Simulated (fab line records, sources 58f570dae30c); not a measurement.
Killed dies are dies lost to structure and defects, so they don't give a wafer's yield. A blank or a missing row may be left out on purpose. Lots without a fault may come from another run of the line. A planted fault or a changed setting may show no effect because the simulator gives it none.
Tool commonality check | flow berkeley_cmos170 | 14 lots, 42 wafers sampled

WHY IT WAS OPENED
At UCB170_SDANNEAL_RS_MEAS_03 the reading NSD_RS is flagged on 2 of 14 lots. Wafers without a fault read 37.25 ohm/sq, standard deviation 0.089.
Rule: a lot is flagged when every wafer of it that has a number lies more than 4 standard deviations from that mean, or none has a number. The other lots count as sound.

lot  | measured     | on            | NSD_RS (ohm/sq), wafer by wafer | flag
L923 | day 7 23:07  | film_metro-01 | 37.24 37.20 37.18               |
L925 | day 7 23:35  | film_metro-02 | 37.25 37.20 37.24               |
L927 | day 9 03:07  | film_metro-01 | 37.28 37.20 37.39               |
L930 | day 9 03:20  | film_metro-03 | 37.21 37.29 37.38               |
L928 | day 9 03:47  | film_metro-02 | 37.14 37.19 37.17               |
L929 | day 9 04:17  | film_metro-02 | 37.39 37.25 37.18               |
L932 | day 9 15:01  | film_metro-01 | 37.41 37.45 37.30               |
L934 | day 10 00:19 | film_metro-03 | 37.24 37.30 37.32               |
L933 | day 10 00:34 | film_metro-01 | 37.20 37.20 37.21               |
L935 | day 10 00:43 | film_metro-02 | 37.20 37.25 37.15               |
L939 | day 10 20:58 | film_metro-03 | 33.13 33.03 32.98               | FLAGGED
L942 | day 11 21:01 | film_metro-02 | 33.11 33.00 33.03               | FLAGGED
L944 | day 11 21:05 | film_metro-03 | 37.25 37.30 37.18               |
L946 | day 12 13:22 | film_metro-03 | 37.20 37.23 37.25               |
The numbers of the flagged lots are 33.05 ohm/sq on average: -4.20 ohm/sq against the usual, or -47 standard deviations.

WHICH TOOL RAN EACH LOT
The record holds 3 process steps before the reading, out of a route of 331 steps. In each cell: the tool, then ch and the chambers that the sampled wafers went through, then the start.
lot  | flag    | UCB170_ZERO_STRIP_07                | UCB170_NSD_IMPLANT_08           | UCB170_NSD_STRIP_09
L923 |         | plasma_asher-03 ch 0,1, day 1 22:35 | implanter-02 ch 0, day 7 21:39  | plasma_asher-03 ch 0,1, day 7 21:48
L925 |         | plasma_asher-03 ch 0,1, day 2 04:28 | implanter-03 ch 0, day 7 21:57  | plasma_asher-04 ch 0,1, day 7 22:04
L927 |         | plasma_asher-03 ch 0,1, day 2 17:46 | implanter-02 ch 0, day 9 01:38  | plasma_asher-04 ch 0,1, day 9 01:47
L930 |         | plasma_asher-01 ch 0,1, day 3 05:53 | implanter-03 ch 0, day 9 01:42  | plasma_asher-03 ch 0,1, day 9 01:51
L928 |         | plasma_asher-03 ch 0,1, day 2 21:23 | implanter-04 ch 0, day 9 01:55  | plasma_asher-01 ch 0,1, day 9 02:04
L929 |         | plasma_asher-02 ch 0,1, day 3 02:33 | implanter-02 ch 0, day 9 02:13  | plasma_asher-04 ch 0,1, day 9 02:20
L932 |         | plasma_asher-02 ch 0,1, day 3 18:10 | implanter-02 ch 0, day 9 12:45  | plasma_asher-03 ch 0,1, day 9 12:54
L934 |         | plasma_asher-03 ch 0,1, day 4 07:05 | implanter-02 ch 0, day 9 22:18  | plasma_asher-03 ch 0, day 9 22:25
L933 |         | plasma_asher-01 ch 0,1, day 3 23:42 | implanter-04 ch 0, day 9 22:57  | plasma_asher-01 ch 0,1, day 9 23:04
L935 |         | plasma_asher-01 ch 0, day 4 07:17   | implanter-03 ch 0, day 9 23:00  | plasma_asher-03 ch 0,1, day 9 23:07
L939 | FLAGGED | plasma_asher-02 ch 0,1, day 5 03:21 | implanter-03 ch 0, day 10 19:02 | plasma_asher-01 ch 0,1, day 10 19:09
L942 | FLAGGED | plasma_asher-03 ch 0,1, day 5 20:35 | implanter-03 ch 0, day 11 17:46 | plasma_asher-01 ch 0,1, day 11 17:55
L944 |         | plasma_asher-01 ch 0,1, day 6 04:13 | implanter-04 ch 0, day 11 18:07 | plasma_asher-03 ch 0,1, day 11 18:14
L946 |         | plasma_asher-02 ch 0,1, day 6 20:23 | implanter-04 ch 0, day 12 11:29 | plasma_asher-03 ch 0,1, day 12 11:37
What these steps do:
- UCB170_ZERO_STRIP_07: strips in O2.
- UCB170_NSD_IMPLANT_08
- UCB170_NSD_STRIP_09: strips in O2.
- UCB170_SDANNEAL_RS_MEAS_03: measures by four-point-probe.

FLAGGED OVER TOTAL, TOOL BY TOOL (the gauges that took the reading come last)
step                       | tool            | lots run | flagged | share of the flagged lots | sound lots run after its first flagged lot
UCB170_ZERO_STRIP_07       | plasma_asher-01 | 4        | 0       | none                      | -
UCB170_ZERO_STRIP_07       | plasma_asher-02 | 4        | 1       | some                      | 1 (L946)
UCB170_ZERO_STRIP_07       | plasma_asher-03 | 6        | 1       | some                      | 0
UCB170_NSD_IMPLANT_08      | implanter-02    | 5        | 0       | none                      | -
UCB170_NSD_IMPLANT_08      | implanter-03    | 5        | 2       | all                       | 0
UCB170_NSD_IMPLANT_08      | implanter-04    | 4        | 0       | none                      | -
UCB170_NSD_STRIP_09        | plasma_asher-01 | 4        | 2       | all                       | 0
UCB170_NSD_STRIP_09        | plasma_asher-03 | 7        | 0       | none                      | -
UCB170_NSD_STRIP_09        | plasma_asher-04 | 3        | 0       | none                      | -
UCB170_SDANNEAL_RS_MEAS_03 | film_metro-01   | 4        | 0       | none                      | -
UCB170_SDANNEAL_RS_MEAS_03 | film_metro-02   | 5        | 1       | some                      | 0
UCB170_SDANNEAL_RS_MEAS_03 | film_metro-03   | 5        | 1       | some                      | 2 (L944,L946)

WHAT THE TABLE ALLOWS
2 rows of the table ran every flagged lot: implanter-03 at UCB170_NSD_IMPLANT_08, plasma_asher-01 at UCB170_NSD_STRIP_09.
- implanter-03 at UCB170_NSD_IMPLANT_08: 2 of its 5 lots flagged. Its last sound lot is L935 (day 9 23:00), its first flagged lot L939 (day 10 19:02): a fault that began between those two fits. Its own readings lie more than 4 standard deviations out on every wafer of the flagged lots: beam_on_s, end_station_pressure_torr, faraday_current_uA.
- plasma_asher-01 at UCB170_NSD_STRIP_09: 2 of its 4 lots flagged. Its last sound lot is L933 (day 9 23:04), its first flagged lot L939 (day 10 19:09): a fault that began between those two fits. Its own readings lie more than 4 standard deviations out on every wafer of the flagged lots: strip_time_to_endpoint_s.
Counting lots can't tell these 2 tools apart, because each fits a fault that began at some hour. More lots, or a look at what each step does to the wafer, might.

WHAT THE SIMULATOR HAD PUT IN
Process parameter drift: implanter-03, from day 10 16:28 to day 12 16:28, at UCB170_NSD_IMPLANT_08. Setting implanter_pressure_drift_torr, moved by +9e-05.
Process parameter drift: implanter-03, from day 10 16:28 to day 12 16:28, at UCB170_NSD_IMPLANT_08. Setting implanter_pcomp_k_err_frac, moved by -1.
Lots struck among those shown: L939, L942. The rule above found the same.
